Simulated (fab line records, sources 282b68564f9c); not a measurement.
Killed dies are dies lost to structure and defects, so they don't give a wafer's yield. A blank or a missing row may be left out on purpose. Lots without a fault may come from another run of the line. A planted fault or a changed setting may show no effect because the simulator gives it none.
Which tool did it? | flow rit_cmos | 7 lots, 21 wafers sampled, at 3 steps of a route of 202

WHAT THE GAUGES READ, wafer by wafer
RIT_GATE_CD_MEAS_16: target cd 150 nm.
lot  | measured    | on        | cd_nm (nm)
L684 | day 3 08:14 | cd_sem-02 | 149.5 151.0 150.0
L686 | day 4 01:29 | cd_sem-02 | 78.5 76.4 79.5
L690 | day 5 06:11 | cd_sem-01 | 147.5 147.2 148.4
L691 | day 5 17:00 | cd_sem-01 | 151.2 152.5 151.2
L695 | day 6 04:59 | cd_sem-01 | 149.2 147.4 148.4
L700 | day 7 00:23 | cd_sem-01 | 147.1 146.8 147.5
L703 | day 7 15:40 | cd_sem-02 | 151.2 148.2 149.0

WHICH TOOL RAN EACH LOT (tool, then ch and the chambers of the sampled wafers, then the start)
lot  | RIT_PWELL_STRIP_09                  | RIT_GATE_COAT_11
L684 | plasma_asher-03 ch 0,1, day 2 14:51 | litho_track-02 ch 0, day 3 07:32
L686 | plasma_asher-04 ch 0, day 3 01:16   | litho_track-02 ch 0, day 4 00:47
L690 | plasma_asher-04 ch 0,1, day 4 04:16 | litho_track-01 ch 0, day 5 05:29
L691 | plasma_asher-02 ch 0,1, day 4 15:17 | litho_track-01 ch 0, day 5 16:10
L695 | plasma_asher-03 ch 0,1, day 5 03:13 | litho_track-01 ch 0, day 6 04:06
L700 | plasma_asher-03 ch 0,1, day 6 06:44 | litho_track-02 ch 0, day 6 23:20
L703 | plasma_asher-04 ch 0,1, day 6 21:01 | litho_track-04 ch 0, day 7 14:38
- RIT_PWELL_STRIP_09: strips in O2, time 180 s.
- RIT_GATE_COAT_11: resist thk 850 nm.

THE ANSWER, worked out from the rows above alone
Rule: what is usual is taken from the lots themselves. Put in order of their means at a reading, lots are off if they are a third of the lots or fewer, leave a main group of 4 or more, and stand apart from it by a gap of 3 or more times the standard deviation of the main group's means; of several such gaps the widest counts. A main group whose means are all the same, to the digits that the tables above print for the reading, isn't used. A lot without any number at a reading at which 4 lots or more have one is off too. The other lots that the step has rows for count as sound.
Off: L686, at RIT_GATE_CD_MEAS_16 (cd_nm). The main group: mean 149.1 nm, standard deviation 1.5.
A tool fits if, at a process step before that reading, it ran every lot that is off, and no sound lot after the first of them. The gauges at RIT_GATE_CD_MEAS_16 are tried like those tools. None of those tried fits.

WHAT THE SIMULATOR HAD PUT IN
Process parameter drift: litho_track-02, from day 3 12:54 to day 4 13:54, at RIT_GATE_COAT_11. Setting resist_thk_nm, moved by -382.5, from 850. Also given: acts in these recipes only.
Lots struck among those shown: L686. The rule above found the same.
